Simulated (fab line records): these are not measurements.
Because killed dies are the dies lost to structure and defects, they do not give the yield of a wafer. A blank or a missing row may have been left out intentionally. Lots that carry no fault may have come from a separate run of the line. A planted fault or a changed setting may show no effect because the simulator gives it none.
Problem report in the 8D (eight disciplines) form, filled by code || flow ritCmos || the parts of the form that need people (team, actions taken, sign-off) are left out

== 1. THE ISSUE ==
At RIT_SILICIDE_RTA_04, wafer_temp_C_max averages 722.4 over 6 wafers from 2 lots, while fault-free wafers read 653.0, standard deviation 0.77. That puts it +90 standard deviations away from the usual mean.
The step: time 10 s, ramp up 5 s, ramp down 5 s.
The first sign was on wafer L780.2 at day 6 00:23, on rtpAnneal-02. The record has a number at this step for 42 wafers belonging to 14 lots. Rule for "out", or "out of limits": more than 4 standard deviations from the usual mean. Any other wafer with a number is counted as sound.

== 2. WHAT IT IS AND WHAT IT IS NOT ==
{"question": "which readings at this step", "is": "wafer_temp_C_max", "is not": "-"}
{"question": "which lots", "is": "L780, L782", "is not": "L766, L767, L768, L769, L770, L772, L773, L774, L775, L779, L787, L789"}
{"question": "which wafers of those lots", "is": "all that have a number", "is not": "-"}
{"question": "read on which tools", "is": "rtpAnneal-02", "is not": "rtpAnneal-01"}
{"question": "when", "is": "from day 6 00:23", "is not": "up to then (30 sound wafers); but 6 sound wafers of L787, L789 came after"}

== 3. SUSPECTS, AND WHAT RULES EACH OUT ==
Counting: a tool stays on the suspect list if, at a process step up to the reading, it processed all lots that are out and no sound lot following the first of them.
- rtpAnneal-02 at RIT_SILICIDE_RTA_04 (time 10 s, ramp up 5 s, ramp down 5 s): kept. It ran every lot that is out, first L780 (day 6 00:23), and no sound lot after that; its last sound lot up to then is L775 (day 5 00:14). Its own wafer_temp_C_max readings are out on those wafers.
The count leaves rtpAnneal-02 at RIT_SILICIDE_RTA_04.

== 4. THE CAUSE (what the simulator had put in) ==
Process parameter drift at RIT_SILICIDE_RTA_04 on rtpAnneal-02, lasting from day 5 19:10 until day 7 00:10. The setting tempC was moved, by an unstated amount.
This tool alone remained once counting was done.

== 5. THE CHAIN OF EFFECTS, in route order ==
Rows list readings where the struck wafers' mean (over those with a number) sits beyond 3 standard deviations from the usual. Only readings whose record carries a usual standard deviation are examined. hours: median over the lots of the time between each lot's start at the first step of this table that gives one and its start at this step. sigmas: the change, counted in usual standard deviations.
{"hours": 0, "step": "RIT_SILICIDE_RTA_04", "reading": "wafer_temp_C_max", "usual": 653.0, "on struck wafers": 722.4, "change": "+69.4", "sigmas": "+90"}
It contains these process steps:
- RIT_SILICIDE_RTA_04: time 10 s, ramp up 5 s, ramp down 5 s.

== 6. WHAT WOULD HAVE CAUGHT IT SOONER ==
In this record no reading fell out of limits until day 6 00:23, 5 hours after the fault had begun at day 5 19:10.
